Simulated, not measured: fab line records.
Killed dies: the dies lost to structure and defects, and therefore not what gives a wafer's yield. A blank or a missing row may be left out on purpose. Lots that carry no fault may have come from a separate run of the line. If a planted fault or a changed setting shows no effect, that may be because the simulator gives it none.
Check for tools in common	flow berkeley-cmos170	42 wafers sampled across 14 lots

THE REASON FOR OPENING IT
At UCB170_ACTIVE_THK_MEAS_03 the reading ACTIVE_OXIDE_THK is flagged on 2 of 14 lots. Fault-free wafers read 26.2 nm, with a standard deviation of 0.53.
Rule: a lot is flagged in two cases, either no wafer of it has a number, or all its wafers with numbers fall more than 4 standard deviations from that mean. All remaining lots are regarded as sound.

lot	measured	on	ACTIVE_OXIDE_THK (nm), wafer by wafer	flag
L176	day 4 00:26	film-metro-04	27.0 27.2 26.7	
L177	day 4 00:26	film-metro-02	26.4 26.3 26.4	
L179	day 4 10:03	film-metro-04	26.5 26.3 26.4	
L181	day 5 00:52	film-metro-02	23.2 23.6 23.7	FLAGGED
L182	day 5 00:55	film-metro-02	23.5 23.2 23.4	FLAGGED
L184	day 5 14:10	film-metro-04	25.9 26.0 25.8	
L185	day 5 23:26	film-metro-04	25.6 25.7 26.3	
L188	day 6 17:28	film-metro-02	25.9 26.4 26.3	
L191	day 7 05:23	film-metro-02	25.4 25.5 25.7	
L195	day 7 22:20	film-metro-02	26.3 26.1 26.1	
L197	day 8 10:17	film-metro-04	27.1 27.7 27.0	
L196	day 8 10:19	film-metro-01	26.7 27.0 26.8	
L198	day 8 10:19	film-metro-02	27.4 26.9 27.2	
L199	day 8 15:14	film-metro-02	26.3 26.0 26.3	
Average over the flagged lots: 23.4 nm; offset from the usual -2.8 nm, equal to -5 standard deviations.

TOOL THAT RAN EACH LOT
The record keeps 1 process step preceding the reading, out of 331 steps on the route. Read each cell as the tool, then ch plus the chambers that the sampled wafers visited, then the start.
lot	flag	UCB170_ACTIVE_OXIDATION_02
L176		furnace-04 ch 0, day 3 23:02
L177		furnace-04 ch 0, day 3 23:02
L179		furnace-01 ch 0, day 4 08:42
L181	FLAGGED	furnace-04 ch 0, day 4 23:31
L182	FLAGGED	furnace-04 ch 0, day 4 23:31
L184		furnace-02 ch 0, day 5 12:49
L185		furnace-01 ch 0, day 5 22:04
L188		furnace-02 ch 0, day 6 16:05
L191		furnace-02 ch 0, day 7 04:02
L195		furnace-02 ch 0, day 7 20:59
L197		furnace-01 ch 0, day 8 08:56
L196		furnace-01 ch 0, day 8 08:56
L198		furnace-01 ch 0, day 8 08:56
L199		furnace-04 ch 0, day 8 13:52
What these steps do:
- UCB170_ACTIVE_OXIDATION_02: target thk 26.4 nm, ox time 1260 s.
- UCB170_ACTIVE_THK_MEAS_03

FLAGGED AGAINST TOTAL, ONE TOOL AT A TIME (gauges that did the reading follow at the end)
step	tool	lots run	flagged	share of the flagged lots	sound lots run after its first flagged lot
UCB170_ACTIVE_OXIDATION_02	furnace-01	5	0	none	-
UCB170_ACTIVE_OXIDATION_02	furnace-02	4	0	none	-
UCB170_ACTIVE_OXIDATION_02	furnace-04	5	2	all	1 (L199)
UCB170_ACTIVE_THK_MEAS_03	film-metro-01	1	0	none	-
UCB170_ACTIVE_THK_MEAS_03	film-metro-02	8	2	all	5 (L188,L191,L195,L198,L199)
UCB170_ACTIVE_THK_MEAS_03	film-metro-04	5	0	none	-

WHAT THE TABLE ALLOWS
In 2 table rows, all flagged lots were run: furnace-04 (UCB170_ACTIVE_OXIDATION_02), film-metro-02 (UCB170_ACTIVE_THK_MEAS_03).
- furnace-04 at UCB170_ACTIVE_OXIDATION_02 ran 5 lots, 2 of them flagged. Sound lots followed the first flagged one (L199) on it, something a lasting fault affecting the whole tool could not allow.
- film-metro-02 at UCB170_ACTIVE_THK_MEAS_03 ran 8 lots, 2 of them flagged. Sound lots followed the first flagged one (L188, L191, L195, L198, L199) on it, something a lasting fault affecting the whole tool could not allow.
Not one row of the table ran every flagged lot while running no sound lot after the first.

WHAT THE SIMULATOR HAD INSERTED
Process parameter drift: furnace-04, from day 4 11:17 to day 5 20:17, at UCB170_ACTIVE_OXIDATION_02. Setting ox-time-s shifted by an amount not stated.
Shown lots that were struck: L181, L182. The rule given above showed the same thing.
